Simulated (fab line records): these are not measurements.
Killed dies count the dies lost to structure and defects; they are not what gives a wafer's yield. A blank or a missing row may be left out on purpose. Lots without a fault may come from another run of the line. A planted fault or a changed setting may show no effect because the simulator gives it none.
Which tool did it? -- flow berkeley cmos170 -- at 1 step of a route of 331, 6 lots with 18 wafers sampled

WHAT THE GAUGES READ, wafer by wafer
UCB170_SCREENOX_THK_MEAS_02.
lot,measured,on,SCREENOX_OXIDE_THK (nm)
L380,day 5 08:55,film metro-02,14.5 14.0 14.0
L384,day 6 02:53,film metro-04,14.3 14.1 14.5
L382,day 6 02:58,film metro-04,14.0 14.1 13.9
L388,day 7 02:37,film metro-02,14.5 14.4 14.4
L391,day 7 10:52,film metro-02,14.4 14.5 14.3
L400,day 9 15:05,film metro-04,14.1 14.1 14.0

TOOL THAT RAN EACH LOT (tool first, then ch and the chambers of the sampled wafers, then the start)
Record: no process step prior to these readings.

THE ANSWER, worked out from the rows above alone
Rule: the lots themselves supply what counts as usual. Put in order of their means at a reading, lots are off if they are a third of the lots or fewer, leave a main group of 4 or more, and stand apart from it by a gap of 3 or more times the standard deviation of the main group's means; of several such gaps the widest counts. A main group is skipped when, at the precision printed for the reading in the tables above, its means are all equal. A lot without any number at a reading at which 4 lots or more have one is off too. Any other lot the step has rows for is counted as sound.
No lot is off at any reading shown: from this, nothing can be told.

WHAT HAD BEEN PUT IN BY THE SIMULATOR
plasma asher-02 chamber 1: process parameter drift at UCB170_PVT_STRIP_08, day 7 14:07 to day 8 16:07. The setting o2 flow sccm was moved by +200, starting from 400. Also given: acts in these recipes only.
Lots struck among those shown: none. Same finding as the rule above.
